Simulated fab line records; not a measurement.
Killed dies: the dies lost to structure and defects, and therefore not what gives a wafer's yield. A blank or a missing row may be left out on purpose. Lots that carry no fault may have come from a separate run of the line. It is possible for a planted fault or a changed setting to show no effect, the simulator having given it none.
Which of the tools did it? :: flow rit cmos :: Sampling: 12 lots, 36 wafers, 6 of 202 route steps

WHAT THE GAUGES READ, wafer by wafer
RIT_FOX2_THK_MEAS_90.
lot: L210
measured: day 1 20:52
on: film metro-01
FIELD_OXIDE_LEFT_1_THK (nm): 329 322 328

lot: L211
measured: day 2 01:55
on: film metro-03
FIELD_OXIDE_LEFT_1_THK (nm): 328 324 323

lot: L212
measured: day 2 05:37
on: film metro-01
FIELD_OXIDE_LEFT_1_THK (nm): 324 332 329

lot: L213
measured: day 2 13:33
on: film metro-01
FIELD_OXIDE_LEFT_1_THK (nm): 319 320 322

lot: L216
measured: day 3 04:19
on: film metro-01
FIELD_OXIDE_LEFT_1_THK (nm): 315 319 317

lot: L224
measured: day 4 19:10
on: film metro-01
FIELD_OXIDE_LEFT_1_THK (nm): 315 310 313

lot: L228
measured: day 5 15:11
on: film metro-03
FIELD_OXIDE_LEFT_1_THK (nm): 331 330 325

lot: L229
measured: day 5 20:12
on: film metro-01
FIELD_OXIDE_LEFT_1_THK (nm): 334 332 340

lot: L230
measured: day 6 01:53
on: film metro-03
FIELD_OXIDE_LEFT_1_THK (nm): 315 318 321

lot: L231
measured: day 6 04:53
on: film metro-01
FIELD_OXIDE_LEFT_1_THK (nm): 324 325 322

lot: L232
measured: day 6 10:16
on: film metro-01
FIELD_OXIDE_LEFT_1_THK (nm): 325 322 319

lot: L233
measured: day 6 18:08
on: film metro-01
FIELD_OXIDE_LEFT_1_THK (nm): 311 314 313

RIT_GATE_THK_MEAS_09.
lot: L210
measured: day 2 15:23
on: film metro-04
GATE_POLY_THK (nm): 244.4 245.4 243.1

lot: L211
measured: day 2 18:24
on: film metro-01
GATE_POLY_THK (nm): 250.1 247.7 246.1

lot: L212
measured: day 2 22:08
on: film metro-03
GATE_POLY_THK (nm): 247.3 247.1 247.6

lot: L213
measured: day 3 05:43
on: film metro-04
GATE_POLY_THK (nm): 169.4 168.1 169.0

lot: L216
measured: day 3 21:43
on: film metro-03
GATE_POLY_THK (nm): 244.4 245.8 245.9

lot: L224
measured: day 5 12:20
on: film metro-03
GATE_POLY_THK (nm): 252.9 252.7 250.3

lot: L228
measured: day 6 06:56
on: film metro-01
GATE_POLY_THK (nm): 248.5 250.2 249.1

lot: L229
measured: day 6 15:34
on: film metro-03
GATE_POLY_THK (nm): 248.2 247.8 250.1

lot: L230
measured: day 6 19:58
on: film metro-03
GATE_POLY_THK (nm): 249.3 248.5 250.1

lot: L231
measured: day 6 22:13
on: film metro-03
GATE_POLY_THK (nm): 251.3 249.9 249.8

lot: L232
measured: day 7 03:46
on: film metro-04
GATE_POLY_THK (nm): 247.8 250.3 245.7

lot: L233
measured: day 7 12:07
on: film metro-03
GATE_POLY_THK (nm): 248.2 246.3 247.8

RIT_NSD_TW_MEAS_10.
lot: L210
measured: day 3 03:11
on: film metro-04
NSD_TW: 3144 3135 3150

lot: L211
measured: day 3 05:58
on: film metro-04
NSD_TW: 3141 3126 3139

lot: L212
measured: day 3 10:50
on: film metro-03
NSD_TW: 3146 3155 3144

lot: L213
measured: day 3 18:49
on: film metro-04
NSD_TW: 3139 3139 3140

lot: L216
measured: day 4 09:43
on: film metro-02
NSD_TW: 3089 3097 3082

lot: L224
measured: day 6 00:08
on: film metro-02
NSD_TW: 3115 3110 3111

lot: L228
measured: day 6 19:56
on: film metro-02
NSD_TW: 3107 3098 3094

lot: L229
measured: day 7 03:48
on: film metro-03
NSD_TW: 3140 3145 3139

lot: L230
measured: day 7 09:11
on: film metro-03
NSD_TW: 3142 3140 3135

lot: L231
measured: day 7 10:34
on: film metro-03
NSD_TW: 3151 3136 3136

lot: L232
measured: day 7 15:59
on: film metro-02
NSD_TW: 3113 3101 3110

lot: L233
measured: day 8 00:28
on: film metro-03
NSD_TW: 3139 3149 3153

RIT_CONTACT_OVL_MEAS_09.
lot: L210
measured: day 3 07:36
on: overlay-02
CONTACT_OVL (nm): 0.4 -0.5 1.9

lot: L211
measured: day 3 10:22
on: overlay-01
CONTACT_OVL (nm): 1.5 1.7 1.1

lot: L212
measured: day 3 15:20
on: overlay-02
CONTACT_OVL (nm): -1.2 -1.4 -0.2

lot: L213
measured: day 3 23:24
on: overlay-02
CONTACT_OVL (nm): 1.2 2.4 3.5

lot: L216
measured: day 4 13:54
on: overlay-02
CONTACT_OVL (nm): 2.4 0.3 0.7

lot: L224
measured: day 6 04:43
on: overlay-02
CONTACT_OVL (nm): -1.8 -1.5 -1.3

lot: L228
measured: day 7 00:24
on: overlay-02
CONTACT_OVL (nm): 1.3 0.8 0.5

lot: L229
measured: day 7 08:05
on: overlay-02
CONTACT_OVL (nm): 0.8 1.6 1.5

lot: L230
measured: day 7 13:39
on: overlay-02
CONTACT_OVL (nm): -0.6 -0.9 -2.0

lot: L231
measured: day 7 15:05
on: overlay-02
CONTACT_OVL (nm): -0.2 1.7 0.9

lot: L232
measured: day 7 20:16
on: overlay-01
CONTACT_OVL (nm): -1.6 -0.5 -0.8

lot: L233
measured: day 8 04:43
on: overlay-01
CONTACT_OVL (nm): -0.6 -0.4 0.4

EACH LOT AND THE TOOL THAT RAN IT (in order: tool; ch and the chambers of the sampled wafers; start)
lot: L210
RIT_GATE_CVD_08: lpcvd-02 ch 0, day 2 12:58
RIT_GATE_ETCH_19: rie si-01 ch 1,2, day 2 16:53

lot: L211
RIT_GATE_CVD_08: lpcvd-02 ch 0, day 2 16:47
RIT_GATE_ETCH_19: rie si-02 ch 0,2, day 2 19:44

lot: L212
RIT_GATE_CVD_08: lpcvd-01 ch 0, day 2 20:31
RIT_GATE_ETCH_19: rie si-01 ch 1,2,3, day 2 23:29

lot: L213
RIT_GATE_CVD_08: lpcvd-01 ch 0, day 3 04:04
RIT_GATE_ETCH_19: rie si-02 ch 0,2, day 3 07:04

lot: L216
RIT_GATE_CVD_08: lpcvd-02 ch 1, day 3 20:07
RIT_GATE_ETCH_19: rie si-01 ch 1,2,3, day 3 23:04

lot: L224
RIT_GATE_CVD_08: lpcvd-02 ch 0, day 5 09:53
RIT_GATE_ETCH_19: rie si-01 ch 0,2,3, day 5 13:40

lot: L228
RIT_GATE_CVD_08: lpcvd-02 ch 0, day 6 05:19
RIT_GATE_ETCH_19: rie si-01 ch 0,2,3, day 6 08:25

lot: L229
RIT_GATE_CVD_08: lpcvd-01 ch 0, day 6 13:57
RIT_GATE_ETCH_19: rie si-02 ch 0,1,2, day 6 16:55

lot: L230
RIT_GATE_CVD_08: lpcvd-01 ch 0, day 6 18:22
RIT_GATE_ETCH_19: rie si-01 ch 0,1,2, day 6 21:23

lot: L231
RIT_GATE_CVD_08: lpcvd-02 ch 0, day 6 20:35
RIT_GATE_ETCH_19: rie si-02 ch 0,1,3, day 6 23:33

lot: L232
RIT_GATE_CVD_08: lpcvd-01 ch 0, day 7 02:08
RIT_GATE_ETCH_19: rie si-01 ch 2,3, day 7 04:58

lot: L233
RIT_GATE_CVD_08: lpcvd-01 ch 1, day 7 10:28
RIT_GATE_ETCH_19: rie si-02 ch 0,3, day 7 13:26
- RIT_GATE_CVD_08: deposits poly-Si from SiH4, target thk 250 nm, time 2220 s.
- RIT_GATE_ETCH_19: etches poly-Si in SF6/CHF3/O2, stops on SiO2, time 165 s, target depth 312.5 nm.

AS READ BY THE TOOLS THEMSELVES (means over the sampled wafers that have a number; for cases with no such wafer, the mark the record gives instead)
RIT_GATE_CVD_08.
lot: L210
tool: lpcvd-02
zone power load pct (%): 11.0

lot: L211
tool: lpcvd-02
zone power load pct (%): 11.0

lot: L212
tool: lpcvd-01
zone power load pct (%): 14.1

lot: L213
tool: lpcvd-01
zone power load pct (%): 14.0

lot: L216
tool: lpcvd-02
zone power load pct (%): 12.4

lot: L224
tool: lpcvd-02
zone power load pct (%): 10.9

lot: L228
tool: lpcvd-02
zone power load pct (%): 10.9

lot: L229
tool: lpcvd-01
zone power load pct (%): 13.9

lot: L230
tool: lpcvd-01
zone power load pct (%): 13.9

lot: L231
tool: lpcvd-02
zone power load pct (%): 11.0

lot: L232
tool: lpcvd-01
zone power load pct (%): 14.2

lot: L233
tool: lpcvd-01
zone power load pct (%): 9.8

RIT_GATE_ETCH_19.
lot: L210
tool: rie si-01
drypump motor current A (A): 6.4
oes product au (a.u.): 0.841
throttle valve pct (%): 10.09

lot: L211
tool: rie si-02
drypump motor current A (A): 5.7
oes product au (a.u.): 0.827
throttle valve pct (%): 10.20

lot: L212
tool: rie si-01
drypump motor current A (A): 6.2
oes product au (a.u.): 0.850
throttle valve pct (%): 10.16

lot: L213
tool: rie si-02
drypump motor current A (A): 6.2
oes product au (a.u.): 0.638
throttle valve pct (%): 10.36

lot: L216
tool: rie si-01
drypump motor current A (A): 6.2
oes product au (a.u.): 0.847
throttle valve pct (%): 10.17

lot: L224
tool: rie si-01
drypump motor current A (A): 6.1
oes product au (a.u.): 0.857
throttle valve pct (%): 10.22

lot: L228
tool: rie si-01
drypump motor current A (A): 6.0
oes product au (a.u.): 0.848
throttle valve pct (%): 10.22

lot: L229
tool: rie si-02
drypump motor current A (A): 5.9
oes product au (a.u.): 0.835
throttle valve pct (%): 10.26

lot: L230
tool: rie si-01
drypump motor current A (A): 6.3
oes product au (a.u.): 0.852
throttle valve pct (%): 10.13

lot: L231
tool: rie si-02
drypump motor current A (A): 5.5
oes product au (a.u.): 0.839
throttle valve pct (%): 10.24

lot: L232
tool: rie si-01
drypump motor current A (A): 6.1
oes product au (a.u.): 0.854
throttle valve pct (%): 10.28

lot: L233
tool: rie si-02
drypump motor current A (A): 5.4
oes product au (a.u.): 0.820
throttle valve pct (%): 10.16

THE ANSWER, worked out from the rows above alone
Rule: usual is defined by the lots themselves. Put in order of their means at a reading, lots are off if they are a third of the lots or fewer, leave a main group of 4 or more, and stand apart from it by a gap of 3 or more times the standard deviation of the main group's means; of several such gaps the widest counts. A main group is skipped when, at the precision printed for the reading in the tables above, its means are all equal. Also off: a lot with no number at a reading for which 4 or more lots have one. Where the step has rows for the other lots, those lots are counted as sound. Order of review: gauges by route order, followed by the tools' own readings, for which a lot's mean as printed above is used. At the first step where some lot is off, the reading lying furthest off is the one used; lots without a number count as furthest.
Off: L213, seen at RIT_GATE_THK_MEAS_09 (GATE_POLY_THK). For the main group the mean is 248.2 nm and the standard deviation 2.
A tool fits if, at a process step before that reading, it ran every lot that is off, and no sound lot after the first of them. The gauges at RIT_GATE_THK_MEAS_09 aren't tried: what is off there is off at RIT_GATE_ETCH_19 too, on other tools, and a gauge's error can't cause that. Of those tried, none fits.

WHAT WAS PUT IN BY THE SIMULATOR
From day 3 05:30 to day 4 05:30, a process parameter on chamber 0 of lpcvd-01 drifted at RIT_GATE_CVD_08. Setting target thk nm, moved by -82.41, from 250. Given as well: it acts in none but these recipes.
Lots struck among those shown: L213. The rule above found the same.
